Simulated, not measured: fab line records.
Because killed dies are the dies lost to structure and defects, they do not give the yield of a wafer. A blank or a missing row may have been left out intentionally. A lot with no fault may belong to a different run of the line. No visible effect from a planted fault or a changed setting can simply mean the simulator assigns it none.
Code-filled problem report in 8D (eight disciplines) form -- flow rit-cmos -- the parts of the form that need people (team, actions taken, sign-off) are left out

== 1. WHAT WENT WRONG ==
RIT_ACTIVE_CD_MEAS_11, cd-nm: mean 1364.3 nm on 3 wafers (1 lot); fault-free wafers 1399.9 nm, standard deviation 2.4. That is -15 standard deviations from the usual mean.
The step: target cd 1400 nm.
First observed at day 3 15:59: wafer L869.2, on cd-sem-01. Wafers with a number at this step in the record: 39, from 13 lots. Rule for "out", or "out of limits": more than 4 standard deviations from the usual mean. Any other wafer with a number is counted as sound.

== 2. WHAT IT IS, WHAT IT ISN'T ==
question,is,is not
which readings at this step,cd-nm,-
which lots,L869,"L860, L862, L863, L865, L870, L872, L874, L879, L880, L881, L882, L883"
which wafers of those lots,all that have a number,-
read on which gauges,cd-sem-01,cd-sem-02
when,from day 3 15:59,"up to then (12 sound wafers); but 24 sound wafers of L870, L872, L874, L879, L880, L881, L882, L883 came after"

== 3. WHAT RULES OUT EACH SUSPECT ==
Counting: any tool at a process step up to the reading is kept as a suspect provided that every lot that is out went through it and no sound lot did after the first of them.
- ruled out: the gauge at RIT_ACTIVE_CD_MEAS_11. All the wafers that are out were read on cd-sem-01, but those of them that RIT_ACTIVE_EXPOSE_08 has rows for are out there too, on other tools.
- iline-stepper-01 at RIT_ACTIVE_EXPOSE_08 (exposes mask M1, target cd 1400 nm): ruled out as a lasting fault. Sound lots L881, L882, L883 ran on it after its first lot that is out, L869 (day 3 15:35).
Left after counting: nothing in the record.

== 4. THE CAUSE (what the simulator had put in) ==
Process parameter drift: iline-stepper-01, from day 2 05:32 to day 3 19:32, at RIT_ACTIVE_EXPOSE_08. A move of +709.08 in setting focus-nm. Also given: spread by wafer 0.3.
It was ruled out by counting, in error; the rule expects a fault to strike all lots run on its tool from its start on, and this fault did not.

== 5. SEQUENCE OF EFFECTS, ordered by route ==
Each row: a reading whose mean over the struck wafers that have a number lies more than 3 standard deviations from the usual. Only readings whose record carries a usual standard deviation are examined. hours: median over the lots of the time between each lot's start at the first step of this table that gives one and its start at this step. sigmas: the change, counted in usual standard deviations.
hours,step,reading,usual,on struck wafers,change,sigmas
0,RIT_ACTIVE_EXPOSE_08,exposure-dose-mJ-cm2,224.99,219.52,-5.47,-24
0,RIT_ACTIVE_CD_MEAS_11,cd-nm,1399.9 nm,1364.3,-35.6,-15
Here are the process steps it includes:
- RIT_ACTIVE_EXPOSE_08: exposes mask M1, target cd 1400 nm.
Later measuring or inspecting steps at which every struck wafer that the step has a row for has a number for every such reading, and none has moved that far: RIT_GATE_THK_MEAS_07, RIT_GATE_OVL_MEAS_17.

== 6. HOW IT WOULD HAVE BEEN CAUGHT EARLIER ==
Counted from the fault's start at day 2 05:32, it took 34 hours until the first out-of-limits reading at a measuring or inspecting step in this record, taken at day 3 15:59.
At RIT_ACTIVE_EXPOSE_08, the tool's own readings (exposure-dose-mJ-cm2) were out on each struck wafer the step has a row for, so an alarm limit on them would have fired on the first such wafer.
